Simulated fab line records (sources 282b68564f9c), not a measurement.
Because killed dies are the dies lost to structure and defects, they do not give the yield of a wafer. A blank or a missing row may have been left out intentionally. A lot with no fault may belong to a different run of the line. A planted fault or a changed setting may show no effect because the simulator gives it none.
One fault through the eyes of 2 desks | flow ritCmos | each desk holds nothing but its own numbers, with what lay behind them at the end

== THE METROLOGY DESK ==
What the gauges read, lot by lot, whatever tool the lot ran on: means of the sampled wafers that have a number. Marked OUT: a lot whose mean sits more than 4 standard deviations from the usual mean, which makes it out of limits; the brackets give that distance.
Columns: A = PLDD_TW at RIT_PLDD_TW_MEAS_10, usual 2344; B = PLDD_RS at RIT_SDANNEAL_RS_MEAS_06, usual 178.4 ohm/sq
lot  | first seen here | A    | B
L201 | day 3 08:06     | 2351 | 179.2
L202 | day 3 12:06     | 2310 | 178.3
L203 | day 3 19:38     | 2349 | 179.1
L204 | day 3 22:11     | 2346 | 178.3
L205 | day 3 22:25     | 2317 | 178.7
L206 | day 4 07:11     | 2312 | 178.6
L207 | day 4 10:08     | 2349 | 178.3
L208 | day 4 16:03     | 2365 | 178.6
L209 | day 4 22:42     | 2329 | 178.5
L211 | day 5 05:16     | 2302 | 178.7
L212 | day 5 11:55     | 2354 | 178.5
L215 | day 6 02:28     | 2299 | 185.4 (+17) OUT
L216 | day 6 07:29     | 2286 | 185.2 (+16) OUT
L217 | day 6 14:19     | 2303 | 185.7 (+17) OUT
This desk's finding: out of limits on L215, L216, L217; first on L215, day 6 08:41 (PLDD_RS at RIT_SDANNEAL_RS_MEAS_06). L201, L202, L203, L204, L205, L206, L207, L208, L209, L211, L212: within limits.

== TOOL OWNER'S DESK, implanter-01 ==
For each lot that ran on this tool, the mean over its sampled wafers that have a number, from the tool's own readings at RIT_PLDD_IMPLANT_08. Marked OUT: a lot whose mean sits more than 4 standard deviations from the usual mean, which makes it out of limits; the brackets give that distance.
Columns: A = beamEnergyKeV at RIT_PLDD_IMPLANT_08, usual 19.999; B = beamOnS at RIT_PLDD_IMPLANT_08, usual 9.99 s
lot  | first seen here | A                        | B
L201 | day 3 07:48     | 19.999                   | 10.15
L206 | day 4 06:51     | 20.000                   | 10.24
L209 | day 4 22:22     | 20.000                   | 9.67
L215 | day 6 02:11     | 18.000 (-99 or more) OUT | 9.96
L216 | day 6 07:09     | 17.998 (-99 or more) OUT | 9.80
L217 | day 6 14:00     | 17.999 (-99 or more) OUT | 10.00
This desk finds L215, L216, L217 out of limits, L215 being first, at day 6 02:11 (beamEnergyKeV at RIT_PLDD_IMPLANT_08). L201, L206, L209: within limits.

== PUT TOGETHER ==
An alarm could have come from the tool owner's desk at day 6 02:11, on L215, L216, L217.
At day 6 08:41 the metrology desk could have sounded an alarm, on L215, L216, L217.
Of the lots named, all ran RIT_PLDD_IMPLANT_08 on implanter-01.

== WHAT HAD BEEN PUT IN BY THE SIMULATOR ==
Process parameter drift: implanter-01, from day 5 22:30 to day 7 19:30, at RIT_PLDD_IMPLANT_08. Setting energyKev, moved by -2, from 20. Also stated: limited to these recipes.
Shown lots that were struck: L215, L216, L217.
Hours from the fault's start to each desk's first reading out of limits: the tool owner's desk, 4; the metrology desk, 10.
